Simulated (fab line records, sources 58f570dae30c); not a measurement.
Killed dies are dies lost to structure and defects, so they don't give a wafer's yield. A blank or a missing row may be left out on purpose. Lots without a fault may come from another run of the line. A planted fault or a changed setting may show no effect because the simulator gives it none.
Chamber matching | flow berkeley_cmos170 | UCB170_ZERO_ETCH_06 on rie_diel-04: 4 sister chambers
The step etches SiO2 in CHF3/CF4/Ar, time 12 s. 4 wafers are shown with their chamber, then 7 later ones without.

WAFERS WITH THEIR CHAMBER
wafer  | chamber | throttle_valve_pct (%)
L360.2 | 3       | 9.47
L360.6 | 0       | 9.38
L365.2 | 1       | 9.53
L365.4 | 2       | 9.25

WAFERS WITHOUT THEIR CHAMBER
wafer  | throttle_valve_pct (%)
L365.6 | 9.48
L366.1 | 9.25
L366.2 | 9.49
L366.6 | 9.25
L367.2 | 9.38
L367.4 | 9.47
L367.5 | 9.24

WHICH CHAMBER EACH WENT THROUGH
wafer  | from the rows above | in truth
L365.6 | 3                   | 3
L366.1 | 2                   | 2
L366.2 | 3                   | 3
L366.6 | 2                   | 2
L367.2 | 0                   | 0
L367.4 | 3                   | 3
L367.5 | 2                   | 2
Placed correctly: 7 of 7. Can't be placed from these rows: 0. Placed wrongly: 0.
How it was worked out, from the rows above alone: a wafer's distance from a chamber is the root of the sum, over the readings, of the square of ((its reading less the chamber's mean) divided by the reading's scatter). The wafer belongs to the nearest chamber; if the next one is less than 2 further off, it can't be placed. A chamber's mean is the mean of its shown wafers. The scatter: with one shown wafer a chamber, the root of the mean of the squares of how far each hidden wafer lies from its nearest shown one.
